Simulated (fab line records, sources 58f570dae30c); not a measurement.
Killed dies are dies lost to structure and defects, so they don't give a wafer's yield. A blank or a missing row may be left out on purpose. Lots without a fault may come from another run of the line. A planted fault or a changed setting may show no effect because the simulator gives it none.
A struck lot beside a sound one | flow berkeley_cmos170 | 17 steps out of a route of 331
Sound: wafers L991.2, L991.5, L991.6. Struck: wafers L100.2, L100.3, L100.6. The cause comes at the end.
At each step with rows: each side's tool, then ch and its chambers, then its first start. Under that, the readings that differ: sound wafers | struck wafers | difference of the means | sigmas: that difference in standard deviations of wafers without a fault.
alike: readings whose means differ by less than 2 such deviations, and words and numbers that are the same on both sides. not compared: withheld readings, readings that some wafer has no value for, bounds like >300 that may hide the same value, and numbers for which the record gives no deviation and whose values overlap.
The two part at a step that has a row with sigmas, a row that says differs or no value, or rows on one side only. Numbers that don't overlap but have no deviation are shown without sigmas and don't part them. A reading that every wafer of one side lacks parts them only if that side has two wafers or more.

first, 1 step without rows for these wafers: UCB170_NLDD_IMPLANT_09.
UCB170_NLDD_STRIP_10: strips in O2.
  sound on plasma_asher-04 ch 0,1, day 7 16:52; struck on plasma_asher-03 ch 0,1, day 9 14:07
  alike: drypump_motor_current_A, oes_product_au, strip_time_to_endpoint_s
  not compared: rf_hours_counter_h
UCB170_NLDD_TW_MEAS_11:
  sound on film_metro-02, day 7 16:58; struck on film_metro-01, day 9 14:13
  alike: NLDD_TW
then, 1 step without rows for these wafers: UCB170_NLDD_CLEAN_12 (cleans in SPM, time 600 s).
UCB170_SPACER_CVD_00: deposits SiO2 from TEOS/O2, target thk 376 nm, time 47 s.
  sound on pecvd-02 ch 1,2, day 7 17:17; struck on pecvd-04 ch 0,1,2, day 9 14:26
  alike: heater_power_w
UCB170_SPACER_THK_MEAS_01:
  sound on film_metro-01, day 7 17:20; struck on film_metro-02, day 9 14:30
  alike: SPACER_TEOS_THK
then, 1 step without rows for these wafers: UCB170_SPACER_ANNEAL_02 (time 1800 s).
UCB170_SPACER_ETCHBACK_03: etches SiO2 in CHF3/CF4/Ar, stops on Si, target depth 376 nm, time 100 s.
  sound on rie_diel-04 ch 0,2,3, day 7 20:41; struck on rie_diel-04 ch 0,1,2, day 9 19:46
  alike: drypump_motor_current_A, oes_product_au, throttle_valve_pct
  not compared: rf_hours_counter_h
then, 4 steps without rows for these wafers: UCB170_PSD_HMDS_00 (prime time 60 s); UCB170_PSD_COAT_01 (resist thk 900 nm); UCB170_PSD_SOFTBAKE_02 (time 60 s); UCB170_PSD_EXPOSE_03 (exposes mask PSELECT MOD, target cd 1200 nm).
UCB170_PSD_PEB_04:
  sound on litho_track-01 ch 0, day 7 22:47; struck on litho_track-04 ch 0, day 9 20:58
then, 1 step without rows for these wafers: UCB170_PSD_DEVELOP_05 (develop time 45 s).
UCB170_PSD_CD_MEAS_06: target cd 1200 nm.
  sound on cd_sem-02, day 7 23:04; struck on cd_sem-02, day 9 21:14
  reading    | sound                | struck               | difference | sigmas
  cd_nm (nm) | 1201.9 1201.4 1201.4 | 1208.7 1208.4 1207.2 | +6.5       | +4
UCB170_PSD_OVL_MEAS_07:
  sound on overlay-02, day 7 23:10; struck on overlay-02, day 9 21:20
  alike: PSD_OVL
UCB170_M3_PROBE_99:
  the record has rows for the struck wafers here (prober-02, day 11 01:07) and none for the sound ones

WHERE THEY PART
First at UCB170_PSD_CD_MEAS_06; last, within this record, at UCB170_M3_PROBE_99.

WHY: what the simulator had put in
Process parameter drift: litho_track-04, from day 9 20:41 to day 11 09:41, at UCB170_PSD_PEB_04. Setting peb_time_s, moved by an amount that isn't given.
